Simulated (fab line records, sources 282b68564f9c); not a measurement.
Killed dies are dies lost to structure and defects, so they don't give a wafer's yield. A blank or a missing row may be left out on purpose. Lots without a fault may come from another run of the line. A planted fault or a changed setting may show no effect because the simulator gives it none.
A struck lot beside a sound one | flow rit_cmos | 44 steps out of a route of 202
Sound: wafers L913.2, L913.4, L913.6. Struck: wafers L922.1, L922.2, L922.3. The cause comes at the end.
At each step with rows: each side's tool, then ch and its chambers, then its first start. Under that, the readings that differ: sound wafers | struck wafers | difference of the means | sigmas: that difference in standard deviations of wafers without a fault.
alike: readings whose means differ by less than 2 such deviations, and words and numbers that are the same on both sides. not compared: withheld readings, readings that some wafer has no value for, bounds like >300 that may hide the same value, and numbers for which the record gives no deviation and whose values overlap.
The two part at a step that has a row with sigmas, a row that says differs or no value, or rows on one side only. Numbers that don't overlap but have no deviation are shown without sigmas and don't part them. A reading that every wafer of one side lacks parts them only if that side has two wafers or more.

first, 4 steps without rows for these wafers: RIT_ACTIVE_SOFTBAKE_07 (time 60 s); RIT_ACTIVE_EXPOSE_08 (exposes mask M1, target cd 1400 nm); RIT_ACTIVE_PEB_09; RIT_ACTIVE_DEVELOP_10 (develop time 50 s).
RIT_ACTIVE_CD_MEAS_11: target cd 1400 nm.
  sound on cd_sem-01, day 3 06:40; struck on cd_sem-01, day 5 04:37
  alike: cd_nm
then, 1 step without rows for these wafers: RIT_ACTIVE_HARDBAKE_12 (time 60 s).
RIT_ACTIVE_ETCH_13: etches Si3N4 in SF6, stops on SiO2, time 210 s, target depth 210 nm.
  sound on rie_diel-01 ch 0,2,3, day 3 06:55; struck on rie_diel-04 ch 0,2,3, day 5 04:53
  alike: drypump_motor_current_A, oes_product_au, rf_fwd_power_W, throttle_valve_pct
  not compared: rf_hours_counter_h
RIT_ACTIVE_STRIP_14: strips in O2, time 180 s.
  sound on plasma_asher-01 ch 0,1, day 3 07:03; struck on plasma_asher-02 ch 0,1, day 5 05:01
  alike: drypump_motor_current_A
  not compared: rf_hours_counter_h
RIT_ACTIVE_CD_MEAS_90: target cd 1400 nm.
  sound on cd_sem-01, day 3 07:15; struck on cd_sem-01, day 5 05:11
  alike: cd_nm
then, 3 steps without rows for these wafers: RIT_ACTIVE_CLEAN_15 (cleans in SC1, time 600 s); RIT_ACTIVE_CLEAN_16 (cleans in dHF, time 30 s); RIT_ACTIVE_CLEAN_17 (cleans in SC2, time 600 s).
RIT_FOX1_OXIDATION_00: target thk 350.7 nm, ox time 1130 s.
  sound on furnace-03 ch 0, day 3 09:35; struck on furnace-04 ch 0, day 5 05:51
  reading               | sound                | struck               | difference | sigmas
  spike_tc_centre_C (C) | 1101.0 1101.0 1102.3 | 1104.2 1104.1 1104.9 | +3.0       | +2
  alike: ox_temp_c_max, zone_power_centre_pct, zone_power_source_pct
RIT_FOX1_THK_MEAS_01:
  sound on film_metro-02, day 3 10:55; struck on film_metro-04, day 5 07:10
  alike: FOX1_OXIDE_THK
then, 2 steps without rows for these wafers: RIT_FOX1_WET_ETCH_02 (etches SiO2 in BOE, target depth 350 nm, time 390 s); RIT_FOX2_OXIDATION_00 (target thk 350.7 nm, ox time 1130 s).
RIT_FOX2_THK_MEAS_01:
  sound on film_metro-03, day 3 12:48; struck on film_metro-01, day 5 08:40
  reading             | sound       | struck      | difference | sigmas
  FOX2_OXIDE_THK (nm) | 337 332 332 | 350 351 354 | +18        | +3
then, 2 steps without rows for these wafers: RIT_FOX2_CLEAN_02 (cleans in dHF, time 180 s); RIT_FOX2_WET_ETCH_03 (etches Si3N4 in H3PO4, target depth 195 nm, time 2700 s).
RIT_FOX2_THK_MEAS_90:
  sound on film_metro-02, day 3 13:40; struck on film_metro-02, day 5 09:32
  reading                     | sound       | struck      | difference | sigmas
  FIELD_OXIDE_LEFT_1_THK (nm) | 310 305 305 | 323 323 326 | +17        | +3
then, 6 steps without rows for these wafers: RIT_NWELL_HMDS_00 (prime time 60 s); RIT_NWELL_COAT_01 (resist thk 1300 nm); RIT_NWELL_SOFTBAKE_02 (time 60 s); RIT_NWELL_EXPOSE_03 (exposes mask M2, target cd 43900 nm); RIT_NWELL_PEB_04; RIT_NWELL_DEVELOP_05 (develop time 68 s).
RIT_NWELL_OVL_MEAS_06:
  sound on overlay-01, day 3 14:44; struck on overlay-01, day 5 10:28
  alike: NWELL_OVL
then, 2 steps without rows for these wafers: RIT_NWELL_HARDBAKE_07 (time 120 s); RIT_NWELL_IMPLANT_08.
RIT_NWELL_STRIP_09: strips in O2, time 180 s.
  sound on plasma_asher-02 ch 0, day 3 15:10; struck on plasma_asher-02 ch 0,1, day 5 10:55
  alike: drypump_motor_current_A
  not compared: rf_hours_counter_h
RIT_NWELL_TW_MEAS_10:
  sound on film_metro-04, day 3 15:21; struck on film_metro-02, day 5 11:05
  reading  | sound          | struck         | difference | sigmas
  NWELL_TW | 2103 2103 2105 | 2149 2155 2155 | +49        | +2
then, 6 steps without rows for these wafers: RIT_PWELL_HMDS_00 (prime time 60 s); RIT_PWELL_COAT_01 (resist thk 1300 nm); RIT_PWELL_SOFTBAKE_02 (time 60 s); RIT_PWELL_EXPOSE_03 (exposes mask M3, target cd 43700 nm); RIT_PWELL_PEB_04; RIT_PWELL_DEVELOP_05 (develop time 68 s).
RIT_PWELL_OVL_MEAS_06:
  sound on overlay-01, day 3 16:26; struck on overlay-02, day 5 12:01
  alike: PWELL_OVL
then, 2 steps without rows for these wafers: RIT_PWELL_HARDBAKE_07 (time 120 s); RIT_PWELL_IMPLANT_08.
RIT_PWELL_STRIP_09: strips in O2, time 180 s.
  sound on plasma_asher-01 ch 0,1, day 3 16:52; struck on plasma_asher-04 ch 0,1, day 5 12:28
  alike: drypump_motor_current_A
  not compared: rf_hours_counter_h
RIT_PWELL_TW_MEAS_10:
  sound on film_metro-02, day 3 17:02; struck on film_metro-04, day 5 12:38
  reading  | sound       | struck      | difference | sigmas
  PWELL_TW | 952 963 953 | 938 935 936 | -20        | -2
RIT_GATE_ETCH_19: etches poly-Si in SF6/CHF3/O2, stops on SiO2, time 165 s, target depth 312.5 nm.
  sound on rie_si-01 ch 0,1, day 4 08:09; struck on rie_si-02 ch 0,2,3, day 6 03:19
  reading               | sound             | struck          | difference | sigmas
  model.GATE.cd_nm (nm) | 152.1 150.9 150.4 | 144.4 146.1 143 | -6.6       |
  alike: drypump_motor_current_A, oes_product_au, rf_fwd_power_W, throttle_valve_pct
  not compared: rf_hours_counter_h
RIT_M1_PROBE_99:
  sound on prober-02, day 5 07:38; struck on prober-01, day 6 22:54
  reading                                    | sound                | struck            | difference | sigmas
  killed_at_front_end                        | 5 8 7                | 12 14 13          | +6         | +2
  killed_dies                                | 5 8 7                | 12 14 13          | +6         | +2
  model.etest.nmos_0p15.drive_ua_um          | 469.9 476.5 481.5    | 496.6 491 508     | +22.6      |
  model.etest.npoly_line.line_ohm_um         | 166.2 165 169.1      | 176.7 171.8 178.6 | +8.9       |
  model.etest.ppoly_line.line_ohm_um         | 159.3 158.5 161.9    | 170.2 166.5 171.9 | +9.6       |
  model.etest.npoly_line.width_nm (nm)       | 104.4 103.6 102.7    | 96.77 98.1 95.81  | -6.67      |
  model.etest.ppoly_line.width_nm (nm)       | 104.8 104.3 104      | 97.34 98.68 97.02 | -6.69      |
  model.etest.ring.delay_ps                  | 27.41 26.92 26.6     | 25.42 26.13 24.86 | -1.51      |
  model.etest.retro_edge_nmos.off_log10_a_um | -9.913 -9.753 -9.878 | -9.44 -9.39 -9.15 | +0.52      |
  alike: killed_open, killed_short
  not compared: model.etest.pmos_0p15.drive_ua_um

WHERE THEY PART
First at RIT_FOX1_OXIDATION_00; last, within this record, at RIT_M1_PROBE_99.

WHY: what the simulator had put in
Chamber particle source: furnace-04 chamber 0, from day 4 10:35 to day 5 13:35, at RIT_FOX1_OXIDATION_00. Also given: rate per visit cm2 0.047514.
